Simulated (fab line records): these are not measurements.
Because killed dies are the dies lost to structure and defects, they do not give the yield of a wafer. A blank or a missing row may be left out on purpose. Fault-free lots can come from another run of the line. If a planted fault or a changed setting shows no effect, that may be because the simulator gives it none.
Which tool was responsible? :: flow berkeley-cmos170 :: 42 wafers from 14 lots sampled at 4 of the route's 331 steps

## WHAT THE GAUGES SHOWED, per wafer
UCB170_PWELL_THK_MEAS_06. Usual: PWELL_NITRIDE_THK typically reads 219.1 nm, with standard deviation 2.2.
lot: L587
measured: day 3 02:16
on: film-metro-03
PWELL_NITRIDE_THK (nm): 215.7 216.5 214.0
flag: 

lot: L588
measured: day 3 21:52
on: film-metro-02
PWELL_NITRIDE_THK (nm): 218.5 216.5 216.5
flag: 

lot: L589
measured: day 3 21:52
on: film-metro-01
PWELL_NITRIDE_THK (nm): 218.7 220.3 219.9
flag: 

lot: L590
measured: day 3 21:53
on: film-metro-03
PWELL_NITRIDE_THK (nm): 218.1 218.1 218.7
flag: 

lot: L591
measured: day 4 09:21
on: film-metro-03
PWELL_NITRIDE_THK (nm): 219.7 218.5 219.5
flag: 

lot: L594
measured: day 4 21:25
on: film-metro-01
PWELL_NITRIDE_THK (nm): 220.3 222.5 222.7
flag: 

lot: L593
measured: day 4 21:26
on: film-metro-03
PWELL_NITRIDE_THK (nm): 221.3 221.9 221.6
flag: 

lot: L596
measured: day 5 11:29
on: film-metro-02
PWELL_NITRIDE_THK (nm): 219.4 220.1 218.5
flag: 

lot: L600
measured: day 5 21:06
on: film-metro-02
PWELL_NITRIDE_THK (nm): 223.9 221.1 222.5
flag: 

lot: L603
measured: day 6 06:59
on: film-metro-02
PWELL_NITRIDE_THK (nm): 217.8 217.7 218.5
flag: 

lot: L605
measured: day 7 00:53
on: film-metro-02
PWELL_NITRIDE_THK (nm): 217.7 215.9 217.8
flag: 

lot: L608
measured: day 7 10:42
on: film-metro-02
PWELL_NITRIDE_THK (nm): 219.0 218.4 217.5
flag: 

lot: L609
measured: day 8 01:47
on: film-metro-03
PWELL_NITRIDE_THK (nm): 218.8 220.4 218.2
flag: 

lot: L610
measured: day 8 01:46
on: film-metro-01
PWELL_NITRIDE_THK (nm): 215.6 216.9 216.4
flag: 

UCB170_ACTIVE_THK_MEAS_03. Usual: ACTIVE_OXIDE_THK typically reads 26.1 nm, with standard deviation 0.45.
lot: L587
measured: day 4 13:35
on: film-metro-04
ACTIVE_OXIDE_THK (nm): 25.8 26.1 26.0
flag: 

lot: L588
measured: day 5 00:35
on: film-metro-04
ACTIVE_OXIDE_THK (nm): 26.1 26.0 26.3
flag: 

lot: L589
measured: day 5 00:35
on: film-metro-01
ACTIVE_OXIDE_THK (nm): 25.6 25.8 25.7
flag: 

lot: L590
measured: day 5 00:36
on: film-metro-02
ACTIVE_OXIDE_THK (nm): 25.6 25.6 25.9
flag: 

lot: L591
measured: day 5 11:35
on: film-metro-01
ACTIVE_OXIDE_THK (nm): 26.0 26.3 26.1
flag: 

lot: L594
measured: day 6 02:28
on: film-metro-02
ACTIVE_OXIDE_THK (nm): 25.8 25.9 26.3
flag: 

lot: L593
measured: day 6 02:29
on: film-metro-01
ACTIVE_OXIDE_THK (nm): 26.5 26.7 26.8
flag: 

lot: L596
measured: day 6 17:12
on: film-metro-01
ACTIVE_OXIDE_THK (nm): 26.2 26.4 26.4
flag: 

lot: L600
measured: day 6 22:06
on: film-metro-04
ACTIVE_OXIDE_THK (nm): 26.2 25.9 25.9
flag: 

lot: L603
measured: day 7 07:32
on: film-metro-02
ACTIVE_OXIDE_THK (nm): 26.9 26.9 27.0
flag: 

lot: L605
measured: day 8 01:26
on: film-metro-02
ACTIVE_OXIDE_THK (nm): 26.4 27.0 26.6
flag: 

lot: L608
measured: day 8 10:17
on: film-metro-01
ACTIVE_OXIDE_THK (nm): 25.8 25.4 25.7
flag: 

lot: L609
measured: day 9 01:20
on: film-metro-04
ACTIVE_OXIDE_THK (nm): 25.7 25.4 26.0
flag: 

lot: L610
measured: day 9 01:19
on: film-metro-01
ACTIVE_OXIDE_THK (nm): 25.6 26.0 25.3
flag: 

UCB170_ACTIVE_OVL_MEAS_14. Usual: ACTIVE_OVL typically reads 4 nm, with standard deviation 5.7.
lot: L587
measured: day 4 22:40
on: overlay-02
ACTIVE_OVL (nm): 8 6 -3
flag: 

lot: L588
measured: day 5 09:44
on: overlay-02
ACTIVE_OVL (nm): -7 -11 -6
flag: 

lot: L589
measured: day 5 10:01
on: overlay-02
ACTIVE_OVL (nm): 5 1 -4
flag: 

lot: L590
measured: day 5 10:05
on: overlay-01
ACTIVE_OVL (nm): 11 1 10
flag: 

lot: L591
measured: day 5 21:34
on: overlay-02
ACTIVE_OVL (nm): 0 -5 -11
flag: 

lot: L594
measured: day 6 10:52
on: overlay-01
ACTIVE_OVL (nm): 11 14 17
flag: 

lot: L593
measured: day 6 11:06
on: overlay-01
ACTIVE_OVL (nm): 7 2 18
flag: 

lot: L596
measured: day 7 02:14
on: overlay-01
ACTIVE_OVL (nm): 4 0 0
flag: 

lot: L600
measured: day 7 06:50
on: overlay-01
ACTIVE_OVL (nm): 8 3 10
flag: 

lot: L603
measured: day 7 17:02
on: overlay-02
ACTIVE_OVL (nm): -3 4 3
flag: 

lot: L605
measured: day 8 09:57
on: overlay-02
ACTIVE_OVL (nm): -5 0 2
flag: 

lot: L608
measured: day 8 20:40
on: overlay-02
ACTIVE_OVL (nm): 7 8 1
flag: 

lot: L609
measured: day 9 08:35
on: overlay-02
ACTIVE_OVL (nm): 4 3 -1
flag: 

lot: L610
measured: day 9 08:50
on: overlay-02
ACTIVE_OVL (nm): 6 4 0
flag: 

## EACH LOT AND THE TOOL THAT RAN IT (in order: tool; ch and the chambers of the sampled wafers; start)
lot: L587
UCB170_NWELL_ETCH_13: rie-diel-01 ch 0,3, day 2 10:05

lot: L588
UCB170_NWELL_ETCH_13: rie-diel-02 ch 1,2, day 2 23:38

lot: L589
UCB170_NWELL_ETCH_13: rie-diel-02 ch 0,1,2, day 3 02:32

lot: L590
UCB170_NWELL_ETCH_13: rie-diel-01 ch 0,1,3, day 3 02:52

lot: L591
UCB170_NWELL_ETCH_13: rie-diel-02 ch 0,1,2, day 3 11:21

lot: L594
UCB170_NWELL_ETCH_13: rie-diel-01 ch 0,1,3, day 4 01:25

lot: L593
UCB170_NWELL_ETCH_13: rie-diel-02 ch 1,2, day 4 01:35

lot: L596
UCB170_NWELL_ETCH_13: rie-diel-03 ch 2,3, day 4 12:36

lot: L600
UCB170_NWELL_ETCH_13: rie-diel-01 ch 1,2, day 5 01:44

lot: L603
UCB170_NWELL_ETCH_13: rie-diel-02 ch 1,2,3, day 5 16:55

lot: L605
UCB170_NWELL_ETCH_13: rie-diel-03 ch 0,1,2, day 6 05:22

lot: L608
UCB170_NWELL_ETCH_13: rie-diel-03 ch 0,1,3, day 6 19:05

lot: L609
UCB170_NWELL_ETCH_13: rie-diel-03 ch 1,2,3, day 7 07:18

lot: L610
UCB170_NWELL_ETCH_13: rie-diel-01 ch 1,2, day 7 07:21
- UCB170_NWELL_ETCH_13: etches Si3N4 in CH3F/Ar/O2, stops on SiO2, target depth 246.4 nm, time 154 s.

## WHAT THE TOOLS THEMSELVES READ (means of the sampled wafers that have a number; where no wafer has one, the mark that the record gives instead)
UCB170_NWELL_ETCH_13. Usual: CH3F_flow_sccm 20.00 sccm, standard deviation 0.056; drypump-motor-current-A 5.6 A, standard deviation 0.35; oes-product-au 0.940 a.u., standard deviation 0.015; run-length-s 182.3 s, standard deviation 0.47; throttle-valve-pct 8.06 %, standard deviation 0.11.
lot: L587
tool: rie-diel-01
CH3F_flow_sccm (sccm): 20.02
drypump-motor-current-A (A): 5.8
oes-product-au (a.u.): 0.929
run-length-s (s): 182.6
throttle-valve-pct (%): 8.08
flag: 

lot: L588
tool: rie-diel-02
CH3F_flow_sccm (sccm): 19.98
drypump-motor-current-A (A): 5.5
oes-product-au (a.u.): 0.946
run-length-s (s): 182.3
throttle-valve-pct (%): 8.07
flag: 

lot: L589
tool: rie-diel-02
CH3F_flow_sccm (sccm): 19.99
drypump-motor-current-A (A): 5.6
oes-product-au (a.u.): 0.939
run-length-s (s): 182.4
throttle-valve-pct (%): 7.98
flag: 

lot: L590
tool: rie-diel-01
CH3F_flow_sccm (sccm): 19.96
drypump-motor-current-A (A): 5.5
oes-product-au (a.u.): 0.927
run-length-s (s): 182.5
throttle-valve-pct (%): 7.99
flag: 

lot: L591
tool: rie-diel-02
CH3F_flow_sccm (sccm): 20.04
drypump-motor-current-A (A): 5.6
oes-product-au (a.u.): 0.947
run-length-s (s): 182.2
throttle-valve-pct (%): 7.98
flag: 

lot: L594
tool: rie-diel-01
CH3F_flow_sccm (sccm): 19.98
drypump-motor-current-A (A): 5.5
oes-product-au (a.u.): 0.994
run-length-s (s): 172.1
throttle-valve-pct (%): 7.99
flag: OFF

lot: L593
tool: rie-diel-02
CH3F_flow_sccm (sccm): 20.01
drypump-motor-current-A (A): 5.7
oes-product-au (a.u.): 0.939
run-length-s (s): 182.6
throttle-valve-pct (%): 8.01
flag: 

lot: L596
tool: rie-diel-03
CH3F_flow_sccm (sccm): 20.04
drypump-motor-current-A (A): 5.6
oes-product-au (a.u.): 0.931
run-length-s (s): 182.0
throttle-valve-pct (%): 8.17
flag: 

lot: L600
tool: rie-diel-01
CH3F_flow_sccm (sccm): 20.04
drypump-motor-current-A (A): 5.1
oes-product-au (a.u.): 1.003
run-length-s (s): 172.0
throttle-valve-pct (%): 8.05
flag: OFF

lot: L603
tool: rie-diel-02
CH3F_flow_sccm (sccm): 20.03
drypump-motor-current-A (A): 5.8
oes-product-au (a.u.): 0.944
run-length-s (s): 182.7
throttle-valve-pct (%): 8.04
flag: 

lot: L605
tool: rie-diel-03
CH3F_flow_sccm (sccm): 20.00
drypump-motor-current-A (A): 5.8
oes-product-au (a.u.): 0.928
run-length-s (s): 182.1
throttle-valve-pct (%): 8.14
flag: 

lot: L608
tool: rie-diel-03
CH3F_flow_sccm (sccm): 19.96
drypump-motor-current-A (A): 5.9
oes-product-au (a.u.): 0.937
run-length-s (s): 181.7
throttle-valve-pct (%): 8.09
flag: 

lot: L609
tool: rie-diel-03
CH3F_flow_sccm (sccm): 20.00
drypump-motor-current-A (A): 5.7
oes-product-au (a.u.): 0.949
run-length-s (s): 181.9
throttle-valve-pct (%): 8.11
flag: 

lot: L610
tool: rie-diel-01
CH3F_flow_sccm (sccm): 19.98
drypump-motor-current-A (A): 5.1
oes-product-au (a.u.): 0.949
run-length-s (s): 182.5
throttle-valve-pct (%): 8.05
flag: 

## THE ANSWER, worked out from the rows above alone
Rule: take the mean of a lot's wafers that have a number; if it is more than 3 standard deviations from the usual mean, the lot is off. Also off: a lot with no number at a reading for which 4 or more lots have one. All remaining lots with rows at the step are treated as sound. Order of review: gauges by route order, followed by the tools' own readings, for which a lot's mean as printed above is used. The first step at which some lot is off is used, and at that step the reading that is off furthest; a lot without a number counts as furthest.
Off at UCB170_NWELL_ETCH_13 (run-length-s): L594, L600.
If a tool, at that step or one of the process steps before it, ran each lot that is off and ran no sound lot following the first of them, it fits. No candidate that was tried fits.

## WHAT THE SIMULATOR HAD INSERTED
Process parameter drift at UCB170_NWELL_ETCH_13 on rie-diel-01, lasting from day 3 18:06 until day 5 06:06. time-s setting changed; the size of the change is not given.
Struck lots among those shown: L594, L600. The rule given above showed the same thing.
